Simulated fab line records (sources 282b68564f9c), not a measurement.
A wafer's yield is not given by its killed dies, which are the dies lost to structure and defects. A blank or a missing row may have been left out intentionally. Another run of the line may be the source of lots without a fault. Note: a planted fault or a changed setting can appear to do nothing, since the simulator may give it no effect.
fab line records	flow rit_cmos
[record] lots = 6	wafers = 18	last_day = 7
route steps=202 shown FOX2@24 NWELL@28 PWELL@39 WELLDRIVE@50 NRETRO@53 PRETRO@64 M1@196
lots that met no fault: taken from a fault-free run of the same line
start_h: hours from the record's first day to the start of the lot's first wafer shown	wait_h: hours from the lot's prior step to this one	" repeats the value in the row above	L1.1+2: several wafers, shown together as one row	- value missing, or start not given	* or withheld: withheld	< > ~ a bound
route shown NAME@n: NAME is a module with steps in the file, n the number in the route of the first one	usual: mean and standard deviation over wafers with no fault	same: alike in all rows	chamber/n: place in a boat	sites: readings site by site	_std_site: standard deviation across them	_edge_site: inner sites' mean taken away from outer sites' mean	radius_mm: how far each site lies from the wafer's centre	mask NAME#n: copy n	behind: the most recent tool/chamber to have shaped the wafer	hold: the reason the lot was held/the length of the hold in hours/how it ended	device: which transistor (n, p or np) failed to switch	end of line: the same wafers' tests at the end of the route	a step with no rows: only its recipe	killed: count of dies lost to structure and defects at first sort (not the wafer's yield)	map: the dies of a wafer, with x for killed, . for not killed, _ for no die there
set.NAME: the setting that was run; set.NAME@STEP: the one run at that earlier step	model.NAME: the simulator's own value behind a step, which no gauge read
lots seen at some steps along the route; tables by step, rows by wafer
services: when a tool's chamber went out of use (start_h, in hours from the record's first day, below 0 if earlier), for how many hours, and the reason
[[steps]]
[step RIT_FOX2_THK_MEAS_01]
[recipe] reads = SiO2_of_FOX2_OXIDATION_00
[usual] FOX2_OXIDE_THK = 348/6.2
lot.wafer	tool	chamber	start_h	wait_h	FOX2_OXIDE_THK[nm]
L360.2	film_metro-02	-	30.25	0.0	348
L360.3	"	-	"	"	341
L360.6	"	-	"	"	349
L362.1	film_metro-03	-	40.01	0.0	346
L362.3	"	-	"	"	347
L362.4	"	-	"	"	345
L370.2	film_metro-01	-	82.29	0.0	355
L370.3	"	-	"	"	362
L370.6	"	-	"	"	360
L372.1	film_metro-03	-	91.02	0.0	351
L372.2	"	-	"	"	350
L372.3	"	-	"	"	354
L375.1	film_metro-03	-	103.33	0.0	349
L375.4	"	-	"	"	353
L375.6	"	-	"	"	354
L381.1	film_metro-03	-	134.37	0.0	340
L381.2	"	-	"	"	342
L381.3	"	-	"	"	336
[step RIT_FOX2_CLEAN_02]
[recipe] chemistry = dHF	dilution = 50:1	time_s = 180
[step RIT_FOX2_WET_ETCH_03]
[recipe] chemistry = H3PO4	target = Si3N4	target_depth_nm = 195	temp_c = 165	time_s = 2700
[step RIT_FOX2_THK_MEAS_90]
[recipe] reads = SiO2_of_FOX2_OXIDATION_00
[usual] FIELD_OXIDE_LEFT_1_THK = 321/6.2
lot.wafer	tool	chamber	start_h	wait_h	FIELD_OXIDE_LEFT_1_THK[nm]
L360.2	film_metro-02	-	31.20	0.0	321
L360.3	"	-	"	"	313
L360.6	"	-	"	"	322
L362.1	film_metro-02	-	40.97	0.0	318
L362.3	"	-	"	"	320
L362.4	"	-	"	"	318
L370.2	film_metro-01	-	83.24	0.0	328
L370.3	"	-	"	"	335
L370.6	"	-	"	"	333
L372.1	film_metro-01	-	91.89	0.0	323
L372.2	"	-	"	"	322
L372.3	"	-	"	"	327
L375.1	film_metro-03	-	104.22	0.0	322
L375.4	"	-	"	"	325
L375.6	"	-	"	"	327
L381.1	film_metro-01	-	135.31	0.0	313
L381.2	"	-	"	"	315
L381.3	"	-	"	"	309
[step RIT_NWELL_HMDS_00]
[recipe] prime_time_s = 60	prime_temp_c = 140
[step RIT_NWELL_COAT_01]
[recipe] resist = NOVOLAK	spin_rpm = 2000	resist_thk_nm = 1300
[step RIT_NWELL_SOFTBAKE_02]
[recipe] resist = NOVOLAK	temp_c = 90	time_s = 60
[step RIT_NWELL_EXPOSE_03]
[recipe] mask_id = M2	na = 0.57	target_cd_nm = 43900	dose_mj = 250
[step RIT_NWELL_PEB_04]
[recipe] resist = NOVOLAK	temp_c = withheld	time_s = withheld
[step RIT_NWELL_DEVELOP_05]
[recipe] resist = NOVOLAK	develop_time_s = 68	dev_temp_c = 23
[step RIT_NWELL_OVL_MEAS_06]
[usual] NWELL_OVL = -0.5/1.5
lot.wafer	tool	chamber	start_h	wait_h	NWELL_OVL[nm]
L360.2	overlay-02	-	32.22	-	-0.5
L360.3	"	-	"	"	-1.4
L360.6	"	-	"	"	-0.9
L362.1	overlay-02	-	41.91	-	0.3
L362.3	"	-	"	"	0.1
L362.4	"	-	"	"	0.7
L370.2	overlay-01	-	84.18	-	-2.8
L370.3	"	-	"	"	-2.2
L370.6	"	-	"	"	-1.5
L372.1	overlay-02	-	92.96	-	-1.9
L372.2	"	-	"	"	-1.5
L372.3	"	-	"	"	-2.3
L375.1	overlay-01	-	105.39	-	-0.1
L375.4	"	-	"	"	-0.1
L375.6	"	-	"	"	0.4
L381.1	overlay-01	-	136.45	-	-1.8
L381.2	"	-	"	"	-2.5
L381.3	"	-	"	"	-1.0
[step RIT_NWELL_HARDBAKE_07]
[recipe] resist = NOVOLAK	temp_c = 140	time_s = 120
[step RIT_NWELL_IMPLANT_08]
[recipe] species = P	energy_kev = 170	dose_cm2 = 5e+13	tilt_deg = 7
[usual] dose_ions_cm2 = 5e+13/5.4e+10	faraday_current_uA = 159/3.2	tilt_deg = 7.000/0.018
lot.wafer	tool	chamber	start_h	wait_h	dose_ions_cm2	faraday_current_uA	tilt_deg
L360.2	implanter-03	0	32.53	0.2	5.007e+13	157	7.000
L360.3	"	0	"	"	4.996e+13	162	6.974
L360.6	"	0	"	"	4.997e+13	163	6.979
L362.1	implanter-01	0	42.24	0.2	5.004e+13	159	7.026
L362.3	"	0	"	"	5.002e+13	158	7.006
L362.4	"	0	"	"	5.006e+13	156	7.003
L370.2	implanter-03	0	84.63	0.2	6.49e+13	201	6.996
L370.3	"	0	"	"	6.494e+13	211	6.991
L370.6	"	0	"	"	6.492e+13	207	6.973
L372.1	implanter-03	0	93.24	0.2	6.494e+13	212	7.003
L372.2	"	0	"	"	6.496e+13	207	7.013
L372.3	"	0	"	"	6.5e+13	204	6.994
L375.1	implanter-01	0	105.67	0.2	4.998e+13	161	7.011
L375.4	"	0	"	"	5.001e+13	157	6.982
L375.6	"	0	"	"	5e+13	155	6.994
L381.1	implanter-01	0	136.85	0.2	5e+13	156	7.003
L381.2	"	0	"	"	5.006e+13	162	7.007
L381.3	"	0	"	"	5.003e+13	162	7.010
[step RIT_NWELL_STRIP_09]
[recipe] chemistry = O2	time_s = 180	resist = NOVOLAK	platen_temp_c = withheld	power_w = 500	pressure_mtorr = 4000	o2_flow_sccm = 4000
[usual] drypump_motor_current_A = 5.5/0.39
lot.wafer	tool	chamber	start_h	wait_h	drypump_motor_current_A	rf_hours_counter_h
L360.2	plasma_asher-04	1	32.65	0.1	5.3	40
L360.3	"	1	"	"	5.3	-
L360.6	"	0	"	"	5.9	-
L362.1	plasma_asher-03	0	42.39	0.1	4.7	38
L362.3	"	0	"	"	4.7	-
L362.4	"	1	"	"	5.8	-
L370.2	plasma_asher-04	0	84.75	0.1	5.9	45
L370.3	"	1	"	"	5.4	-
L370.6	"	1	"	"	5.3	-
L372.1	plasma_asher-04	0	93.39	0.1	5.9	46
L372.2	"	1	"	"	5.4	46
L372.3	"	0	"	"	5.9	-
L375.1	plasma_asher-04	0	105.82	0.1	5.9	47
L375.4	"	1	"	"	5.4	-
L375.6	"	1	"	"	5.4	-
L381.1	plasma_asher-04	0	137.00	0.1	6.0	2
L381.2	"	1	"	"	5.3	2
L381.3	"	1	"	"	5.4	-
[step RIT_NWELL_TW_MEAS_10]
[usual] NWELL_TW = 2134/12
lot.wafer	tool	chamber	start_h	wait_h	NWELL_TW
L360.2	film_metro-03	-	32.84	0.1	2141
L360.3	"	-	"	"	2159
L360.6	"	-	"	"	2141
L362.1	film_metro-03	-	42.57	0.1	2145
L362.3	"	-	"	"	2139
L362.4	"	-	"	"	2142
L370.2	film_metro-02	-	84.94	0.1	2317
L370.3	"	-	"	"	2337
L370.6	"	-	"	"	2323
L372.1	film_metro-03	-	93.57	0.1	2327
L372.2	"	-	"	"	2342
L372.3	"	-	"	"	2345
L375.1	film_metro-04	-	106.00	0.1	2137
L375.4	"	-	"	"	2137
L375.6	"	-	"	"	2138
L381.1	film_metro-03	-	137.17	0.1	2136
L381.2	"	-	"	"	2136
L381.3	"	-	"	"	2139
[step RIT_PWELL_HMDS_00]
[recipe] prime_time_s = 60	prime_temp_c = 140
[step RIT_PWELL_COAT_01]
[recipe] resist = NOVOLAK	spin_rpm = 2000	resist_thk_nm = 1300
[step RIT_PWELL_SOFTBAKE_02]
[recipe] resist = NOVOLAK	temp_c = 90	time_s = 60
[step RIT_PWELL_EXPOSE_03]
[recipe] mask_id = M3	na = 0.57	target_cd_nm = 43700	dose_mj = 250
[step RIT_PWELL_PEB_04]
[recipe] resist = NOVOLAK	temp_c = withheld	time_s = withheld
[step RIT_PWELL_DEVELOP_05]
[recipe] resist = NOVOLAK	develop_time_s = 68	dev_temp_c = 23
[step RIT_PWELL_OVL_MEAS_06]
[usual] PWELL_OVL = 0.6/1.5
lot.wafer	tool	chamber	start_h	wait_h	PWELL_OVL[nm]
L360.2	overlay-02	-	34.06	-	0.9
L360.3	"	-	"	"	1.0
L360.6	"	-	"	"	1.6
L362.1	overlay-01	-	43.65	-	-1.5
L362.3	"	-	"	"	1.4
L362.4	"	-	"	"	0.4
L370.2	overlay-01	-	85.88	-	0.8
L370.3	"	-	"	"	0.2
L370.6	"	-	"	"	-0.8
L372.1	overlay-02	-	94.51	-	-1.1
L372.2	"	-	"	"	-1.4
L372.3	"	-	"	"	-0.4
L375.1	overlay-01	-	106.94	-	2.4
L375.4	"	-	"	"	2.3
L375.6	"	-	"	"	2.2
L381.1	overlay-02	-	138.24	-	1.3
L381.2	"	-	"	"	0.0
L381.3	"	-	"	"	-1.1
[step RIT_PWELL_HARDBAKE_07]
[recipe] resist = NOVOLAK	temp_c = 140	time_s = 120
[step RIT_PWELL_IMPLANT_08]
[recipe] species = B	energy_kev = 170	dose_cm2 = 7e+13	tilt_deg = 7
[step RIT_PWELL_STRIP_09]
[recipe] chemistry = O2	time_s = 180	resist = NOVOLAK	platen_temp_c = withheld	power_w = 500	pressure_mtorr = 4000	o2_flow_sccm = 4000
[usual] drypump_motor_current_A = 5.3/0.53
lot.wafer	tool	chamber	start_h	wait_h	drypump_motor_current_A	rf_hours_counter_h
L360.2	plasma_asher-04	0	34.49	0.1	5.9	40
L360.3	"	0	"	"	5.9	-
L360.6	"	1	"	"	5.4	-
L362.1	plasma_asher-02	1	44.08	0.1	4.7	25
L362.3	"	1	"	"	4.8	-
L362.4	"	0	"	"	5.7	-
L370.2	plasma_asher-02	1	86.31	0.1	4.7	30
L370.3	"	0	"	"	5.8	-
L370.6	"	0	"	"	5.7	-
L372.1	plasma_asher-02	1	94.95	0.1	4.7	30
L372.2	"	0	"	"	5.7	30
L372.3	"	1	"	"	4.7	-
L375.1	plasma_asher-02	1	107.37	0.1	4.7	32
L375.4	"	0	"	"	5.7	-
L375.6	"	1	"	"	4.7	-
L381.1	plasma_asher-02	1	138.72	0.1	4.7	35
L381.2	"	0	"	"	5.7	35
L381.3	"	1	"	"	4.7	-
[step RIT_PWELL_TW_MEAS_10]
[usual] PWELL_TW = 948/4.9
lot.wafer	tool	chamber	start_h	wait_h	PWELL_TW
L360.2	film_metro-03	-	34.68	0.1	951
L360.3	"	-	"	"	951
L360.6	"	-	"	"	952
L362.1	film_metro-03	-	44.26	0.1	957
L362.3	"	-	"	"	957
L362.4	"	-	"	"	953
L370.2	film_metro-02	-	86.49	0.1	957
L370.3	"	-	"	"	955
L370.6	"	-	"	"	953
L372.1	film_metro-02	-	95.12	0.1	956
L372.2	"	-	"	"	955
L372.3	"	-	"	"	949
L375.1	film_metro-03	-	107.55	0.1	942
L375.4	"	-	"	"	945
L375.6	"	-	"	"	947
L381.1	film_metro-03	-	138.89	0.1	948
L381.2	"	-	"	"	946
L381.3	"	-	"	"	948
[step RIT_WELLDRIVE_ANNEAL_00]
[recipe] temp_c = 1100	time_s = 14700	ambient = N2
[step RIT_WELLDRIVE_RS_MEAS_01]
[recipe] thk_meas_gauge = four-point-probe
[usual] NWELL_RS = 276.0/0.7
lot.wafer	tool	chamber	start_h	wait_h	NWELL_RS[ohm/sq]
L360.2	film_metro-04	-	39.83	0.0	275.4
L360.3	"	-	"	"	275.9
L360.6	"	-	"	"	275.5
L362.1	film_metro-04	-	49.40	0.0	275.4
L362.3	"	-	"	"	274.8
L362.4	"	-	"	"	274.1
L370.2	film_metro-02	-	91.83	0.0	236.2
L370.3	"	-	"	"	236.3
L370.6	"	-	"	"	236.7
L372.1	film_metro-04	-	100.61	0.4	235.5
L372.2	"	-	"	"	235.6
L372.3	"	-	"	"	235.6
L375.1	film_metro-04	-	112.69	0.0	275.8
L375.4	"	-	"	"	276.0
L375.6	"	-	"	"	276.2
L381.1	film_metro-02	-	144.03	0.0	276.2
L381.2	"	-	"	"	276.0
L381.3	"	-	"	"	276.1
[step RIT_WELLDRIVE_RS_MEAS_02]
[recipe] thk_meas_gauge = four-point-probe
[usual] PWELL_RS = 429.9/1.3
lot.wafer	tool	chamber	start_h	wait_h	PWELL_RS[ohm/sq]
L360.2	film_metro-04	-	39.95	0.1	429.9
L360.3	"	-	"	"	431.1
L360.6	"	-	"	"	430.5
L362.1	film_metro-04	-	49.52	0.1	427.4
L362.3	"	-	"	"	427.2
L362.4	"	-	"	"	425.7
L370.2	film_metro-02	-	91.95	0.1	431.6
L370.3	"	-	"	"	430.5
L370.6	"	-	"	"	430.3
L372.1	film_metro-04	-	100.73	0.1	431.4
L372.2	"	-	"	"	431.4
L372.3	"	-	"	"	430.5
L375.1	film_metro-04	-	112.81	0.1	430.7
L375.4	"	-	"	"	430.7
L375.6	"	-	"	"	429.7
L381.1	film_metro-02	-	144.15	0.1	430.5
L381.2	"	-	"	"	430.9
L381.3	"	-	"	"	429.9
[step RIT_NRETRO_HMDS_00]
[recipe] prime_time_s = 60	prime_temp_c = 140
[step RIT_NRETRO_COAT_01]
[recipe] resist = NOVOLAK	spin_rpm = 2000	resist_thk_nm = 1300
[step RIT_NRETRO_SOFTBAKE_02]
[recipe] resist = NOVOLAK	temp_c = 90	time_s = 60
[step RIT_NRETRO_EXPOSE_03]
[recipe] mask_id = M4	na = 0.57	target_cd_nm = 43900	dose_mj = 250
[step RIT_NRETRO_PEB_04]
[recipe] resist = NOVOLAK	temp_c = withheld	time_s = withheld
[step RIT_NRETRO_DEVELOP_05]
[recipe] resist = NOVOLAK	develop_time_s = 68	dev_temp_c = 23
[step RIT_NRETRO_OVL_MEAS_06]
[usual] NRETRO_OVL = 0.7/1.2
lot.wafer	tool	chamber	start_h	wait_h	NRETRO_OVL[nm]
L360.2	overlay-02	-	40.94	-	0.5
L360.3	"	-	"	"	1.0
L360.6	"	-	"	"	0.3
L362.1	overlay-01	-	50.65	-	1.4
L362.3	"	-	"	"	0.8
L362.4	"	-	"	"	0.2
L370.2	overlay-01	-	92.94	-	1.0
L370.3	"	-	"	"	1.5
L370.6	"	-	"	"	1.3
L372.1	overlay-01	-	101.73	-	1.9
L372.2	"	-	"	"	1.5
L372.3	"	-	"	"	2.3
L375.1	overlay-02	-	113.94	-	2.4
L375.4	"	-	"	"	1.8
L375.6	"	-	"	"	1.8
L381.1	overlay-01	-	145.28	-	-0.8
L381.2	"	-	"	"	0.1
L381.3	"	-	"	"	0.0
[step RIT_NRETRO_HARDBAKE_07]
[recipe] resist = NOVOLAK	temp_c = 140	time_s = 120
[step RIT_NRETRO_IMPLANT_08]
[recipe] species = P	energy_kev = 70	dose_cm2 = 1e+13	tilt_deg = 7
[step RIT_NRETRO_STRIP_09]
[recipe] chemistry = O2	time_s = 180	resist = NOVOLAK	platen_temp_c = withheld	power_w = 500	pressure_mtorr = 4000	o2_flow_sccm = 4000
[usual] drypump_motor_current_A = 5.3/0.48
lot.wafer	tool	chamber	start_h	wait_h	drypump_motor_current_A	rf_hours_counter_h
L360.2	plasma_asher-03	1	41.37	0.1	5.9	38
L360.3	"	0	"	"	4.7	-
L360.6	"	1	"	"	5.9	-
L362.1	plasma_asher-02	1	51.08	0.1	4.7	26
L362.3	"	0	"	"	5.7	-
L362.4	"	1	"	"	4.7	-
L370.2	plasma_asher-01	1	93.37	0.1	5.6	45
L370.3	"	0	"	"	5.3	-
L370.6	"	1	"	"	5.6	-
L372.1	plasma_asher-01	1	102.17	0.1	5.5	46
L372.2	"	0	"	"	5.3	46
L372.3	"	0	"	"	5.3	-
L375.1	plasma_asher-02	1	114.37	0.1	4.7	32
L375.4	"	0	"	"	5.7	-
L375.6	"	0	"	"	5.7	-
L381.1	plasma_asher-03	0	145.71	0.1	4.7	50
L381.2	"	1	"	"	5.8	50
L381.3	"	0	"	"	4.7	-
[step RIT_NRETRO_TW_MEAS_10]
[usual] NRETRO_TW = 1045/6.2
lot.wafer	tool	chamber	start_h	wait_h	NRETRO_TW
L360.2	film_metro-04	-	41.55	0.1	1041
L360.3	"	-	"	"	1043
L360.6	"	-	"	"	1042
L362.1	film_metro-01	-	51.26	0.1	1052
L362.3	"	-	"	"	1048
L362.4	"	-	"	"	1046
L370.2	film_metro-04	-	93.56	0.1	1036
L370.3	"	-	"	"	1030
L370.6	"	-	"	"	1029
L372.1	film_metro-04	-	102.35	0.1	1054
L372.2	"	-	"	"	1052
L372.3	"	-	"	"	1046
L375.1	film_metro-04	-	114.55	0.1	1040
L375.4	"	-	"	"	1043
L375.6	"	-	"	"	1042
L381.1	film_metro-01	-	145.89	0.1	1047
L381.2	"	-	"	"	1045
L381.3	"	-	"	"	1045
[step RIT_PRETRO_HMDS_00]
[recipe] prime_time_s = 60	prime_temp_c = 140
[step RIT_PRETRO_COAT_01]
[recipe] resist = NOVOLAK	spin_rpm = 2000	resist_thk_nm = 1300
[step RIT_M1_METAL_ETCH_12]
[recipe] stop_on = SiO2	chemistry = Cl2/BCl3	target = Al	time_s = 165	over_etch_frac = 0.5	pressure_mtorr = 100	target_depth_a = 6000	rf_w = 250	Cl2_flow_sccm = 60	bcl3_flow_sccm = 50
[usual] bcl3_flow_sccm = 50.00/0.16	drypump_motor_current_A = 6.0/0.53	oes_product_au = 0.774/0.012	throttle_valve_pct = 8.33/0.086
[same] over_etch_frac = 0.5
lot.wafer	tool	chamber	start_h	wait_h	bcl3_flow_sccm	drypump_motor_current_A	oes_product_au	rf_hours_counter_h	throttle_valve_pct	model.M1.cd_nm
L360.2	rie_metal-01	1	65.99	0.2	50.12	5.3	0.786	2	8.38	2600
L360.3	"	0	"	"	50.15	6.8	0.771	-	8.34	2599
L360.6	"	1	"	"	50.12	5.3	0.792	-	8.38	2599
L362.1	rie_metal-02	0	75.43	0.2	49.80	5.5	0.772	1	8.23	2595
L362.3	"	1	"	"	50.06	6.0	0.758	-	8.44	2597
L362.4	"	0	"	"	50.03	5.5	0.767	-	8.23	2598
L370.2	rie_metal-04	1	118.36	0.2	50.11	6.2	0.770	-	8.31	2580
L370.3	"	1	"	"	49.88	6.3	0.777	-	8.30	2579
L370.6	"	1	"	"	49.96	6.3	0.767	-	8.31	2579
L372.1	rie_metal-01	0	126.92	0.2	50.05	6.9	0.758	3	8.35	2583
L372.2	"	1	"	"	50.21	5.3	0.787	3	8.39	2583
L372.3	"	1	"	"	49.95	5.3	0.786	-	8.40	2585
L375.1	rie_metal-02	0	139.72	0.2	49.91	5.5	0.771	2	8.22	2597
L375.4	"	0	"	"	50.18	5.5	0.779	-	8.23	2600
L375.6	"	0	"	"	49.83	5.6	0.774	-	8.21	2599
L381.1	rie_metal-01	1	170.60	0.2	50.21	5.3	0.804	4	8.39	2593
L381.2	"	0	"	"	49.82	6.9	0.773	4	8.35	2593
L381.3	"	0	"	"	49.75	6.8	0.777	-	8.34	2593
[step RIT_M1_PROBE_99]
[usual] killed_at_M0_to_M3 = 0.0/0.22	killed_at_contacts = 0.0/0.18	killed_at_front_end = 7/3.1	killed_dies = 7/3.1	killed_open = 3.2/2.1	killed_short = 3.4/2
[same] gross_dies = 264	killed_at_M4_up = 0	killed_at_back_side = 0	killed_at_other = 0
lot.wafer	tool	chamber	start_h	wait_h	killed_at_M0_to_M3	killed_at_contacts	killed_at_front_end	killed_dies	killed_open	killed_short	model.etest.pmos_0p3.r_on_ohm_um	model.etest.pmos_turned.r_on_ohm_um	model.etest.pmos_0p15.r_on_ohm_um	model.etest.nwell_pinched.rs_ohm_sq	model.etest.well_edge_left.line_ohm_um	model.etest.well_edge_right.line_ohm_um	model.etest.pmos_0p15.drive_ua_um	model.etest.pmos_turned.drive_ua_um
L360.2	prober-02	-	68.31	0.1	0	1	4	5	2	3	6476	3474	2842	339.3	181.6	181.9	247.3	188.7
L360.3	prober-02	-	68.36	0.2	0	0	8	8	4	4	6435	3444	2785	343.2	183.8	182.1	251.2	190.3
L360.6	prober-02	-	68.51	0.2	0	0	5	5	1	4	6312	3304	2680	336.8	182.5	182.4	262.7	197.5
L362.1	prober-02	-	78.09	0.1	0	0	15	15	6	9	6418	3489	2826	335.4	182.2	183.6	246.3	185.6
L362.3	prober-02	-	78.19	0.2	0	0	8	8	2	6	6402	3521	2859	335.8	182.1	182.4	245	182.7
L362.4	prober-02	-	78.24	0.2	1	0	9	10	4	6	6420	3541	2890	335.7	182.3	181.2	241.3	182.7
L370.2	prober-02	-	120.77	0.1	0	0	11	11	9	2	6531	3493	2832	288.2	152.8	150.4	244.6	183.7
L370.3	prober-02	-	120.82	0.2	0	0	4	4	2	2	6669	3582	2884	288.5	152.8	154.4	236.8	175.8
L370.6	prober-02	-	120.97	0.2	0	0	5	5	4	1	6571	3588	2875	285	153.5	151.7	240.1	173.9
L372.1	prober-01	-	129.35	0.1	0	0	2	2	2	0	6600	3690	2944	285.9	152	150.9	232.8	173
L372.2	prober-01	-	129.40	0.1	0	0	6	6	2	4	6700	3733	2993	283.9	150.2	150.5	225.4	166.7
L372.3	prober-01	-	129.45	0.2	0	0	6	6	3	3	6690	3698	2966	286.1	150.6	150.7	229.2	169
L375.1	prober-02	-	141.97	0.1	0	0	5	5	2	3	6348	3341	2730	338.4	181.9	183.6	257	196.4
L375.4	prober-02	-	142.12	0.2	0	0	6	6	4	2	6281	3342	2726	336	181	180.4	258.8	197.9
L375.6	prober-02	-	142.22	0.2	0	0	10	10	6	4	6254	3259	2680	336.6	183.4	184.5	262.4	201.7
L381.1	prober-02	-	173.02	0.1	0	0	4	4	2	2	6358	3552	2869	335.6	183.2	180.8	248.8	180.2
L381.2	prober-02	-	173.07	0.1	0	0	9	9	6	3	6373	3549	2854	337.5	182	181.5	247.9	181.8
L381.3	prober-02	-	173.12	0.2	0	0	7	7	3	4	6276	3444	2771	339.2	181.8	183.3	255.7	192.1
// killed by level:class
L360.2 FOX2:geometric_particle:short=2 GATE:geometric_particle:short=1 SPACER:geometric_particle:open=1 CONTACT:geometric_particle:open=1
L360.3 FOX1:geometric_particle:open=2 FOX1:geometric_particle:short=1 GATE:geometric_particle:short=1 REOX:geometric_particle:open=1 REOX:geometric_particle:short=1 SPACER:geometric_particle:open=1 SILICIDE:geometric_particle:short=1
L360.6 GATE:geometric_particle:open=1 GATE:geometric_particle:short=1 REOX:geometric_particle:short=1 SPACER:geometric_particle:short=1 SILICIDE:geometric_particle:short=1
L362.1 GATE:geometric_particle:short=5 FOX2:geometric_particle:open=3 GATE:geometric_particle:open=3 SPACER:geometric_particle:short=2 FOX2:geometric_particle:short=1 SILICIDE:geometric_particle:short=1
L362.3 GATE:geometric_particle:short=5 FOX2:geometric_particle:short=1 GATE:geometric_particle:open=1 REOX:geometric_particle:open=1
L362.4 FOX1:geometric_particle:short=3 SPACER:geometric_particle:open=2 FOX1:geometric_particle:open=1 GATE:geometric_particle:short=1 REOX:geometric_particle:short=1 SPACER:geometric_particle:short=1 M1:geometric_particle:open=1
L370.2 GATE:geometric_particle:open=3 FOX1:geometric_particle:open=2 SPACER:geometric_particle:open=2 FOX2:geometric_particle:open=1 REOX:geometric_particle:short=1 REOX:geometric_particle:open=1 SPACER:geometric_particle:short=1
L370.3 FOX1:geometric_particle:open=2 FOX1:geometric_particle:short=2
L370.6 GATE:geometric_particle:open=2 GATE:geometric_particle:short=1 SPACER:geometric_particle:open=1 SILICIDE:geometric_particle:open=1
L372.1 GATE:geometric_particle:open=1 SPACER:geometric_particle:open=1
L372.2 GATE:geometric_particle:open=2 GATE:geometric_particle:short=2 REOX:geometric_particle:short=1 SILICIDE:geometric_particle:short=1
L372.3 GATE:geometric_particle:open=2 GATE:geometric_particle:short=2 REOX:geometric_particle:short=1 SILICIDE:geometric_particle:open=1
L375.1 GATE:geometric_particle:short=3 SPACER:geometric_particle:open=1 SILICIDE:geometric_particle:open=1
L375.4 GATE:geometric_particle:open=2 REOX:geometric_particle:short=2 FOX1:geometric_particle:open=1 SPACER:geometric_particle:open=1
L375.6 GATE:geometric_particle:open=3 REOX:geometric_particle:short=3 FOX1:geometric_particle:open=1 FOX2:geometric_particle:short=1 FOX2:geometric_particle:open=1 REOX:geometric_particle:open=1
L381.1 GATE:geometric_particle:open=2 GATE:geometric_particle:short=1 REOX:geometric_particle:short=1
L381.2 SPACER:geometric_particle:open=2 FOX1:geometric_particle:open=1 FOX2:geometric_particle:open=1 FOX2:geometric_particle:short=1 GATE:geometric_particle:open=1 REOX:geometric_particle:open=1 REOX:geometric_particle:short=1 SPACER:geometric_particle:short=1
L381.3 FOX2:geometric_particle:open=2 GATE:geometric_particle:short=2 FOX2:geometric_particle:short=1 GATE:geometric_particle:open=1 REOX:geometric_particle:short=1
[[services]]
tool	chamber	start_h	hours	kind
rie_metal-02	0	14.38	-	clean
rie_metal-02	1	14.38	-	clean
implanter-01	-	83.40	6.1	repair
rie_metal-02	-	92.71	0.1	repair
rie_metal-04	1	105.00	9.8	repair
plasma_asher-04	-	108.75	9.0	pm
plasma_asher-04	0	108.75	9.0	vent_cycle
plasma_asher-04	1	108.75	9.0	vent_cycle
plasma_asher-02	-	112.24	1.4	repair
implanter-03	-	117.41	2.3	repair
plasma_asher-04	0	117.75	-	clean
plasma_asher-04	1	117.75	-	clean
implanter-03	-	133.55	5.8	pm
rie_metal-04	-	136.12	20.0	pm
rie_metal-04	0	136.12	20.0	vent_cycle
rie_metal-04	1	136.12	20.0	vent_cycle
plasma_asher-02	-	136.57	2.0	repair
rie_metal-01	1	147.42	6.3	repair
plasma_asher-03	-	154.80	15.6	pm
rie_metal-04	0	156.12	-	clean
rie_metal-04	1	156.12	-	clean
[[key]]
[first_sign] step = RIT_NWELL_IMPLANT_08	reading = dose_ions_cm2	direction = up	sigmas = 99+	usual = 5e+13	struck = 6.494e+13
[effect] step = RIT_NWELL_IMPLANT_08	reading = faraday_current_uA	direction = up	sigmas = 15	usual = 159	struck = 207
[effect] step = RIT_NWELL_TW_MEAS_10	reading = NWELL_TW	direction = up	sigmas = 16	usual = 2134	struck = 2332
[effect] step = RIT_WELLDRIVE_RS_MEAS_01	reading = NWELL_RS	direction = down	sigmas = 57	usual = 276.0	struck = 236.0
[model_effect] step = RIT_M1_METAL_ETCH_12	value = M1.cd_nm	without = 2598	struck = 2581
[model_effect] step = RIT_M1_PROBE_99	value = etest.pmos_0p3.r_on_ohm_um	without = 6325	struck = 6627
met_at RIT_NWELL_IMPLANT_08
struck_wafers L370.2,L370.3,L370.6,L372.1,L372.2,L372.3
tester_left_out L370,L372
[loop_trim] step = RIT_M1_EXPOSE_06	setting = dose	lots = L370,L372
onset_between 32.53 84.63
[fault] kind = process_parameter_drift	tool = implanter-03	chamber = -	onset_h = 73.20	steps = RIT_NWELL_IMPLANT_08	channel = dose_cm2	offset = 1.5e+13	shape = step	end_h = 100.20	acts_in = these_recipes_only	stated = 5e+13
// tester_left_out: of these lots the tester's yield and bins aren't shown, on N5 and GAA mostly nor the transistor test; their killed dies are dies lost to structure and defects alone, not to doping, threshold or leakage, so they don't give the yield
// loop_trim: a control loop set the setting to another value than it would have without faults
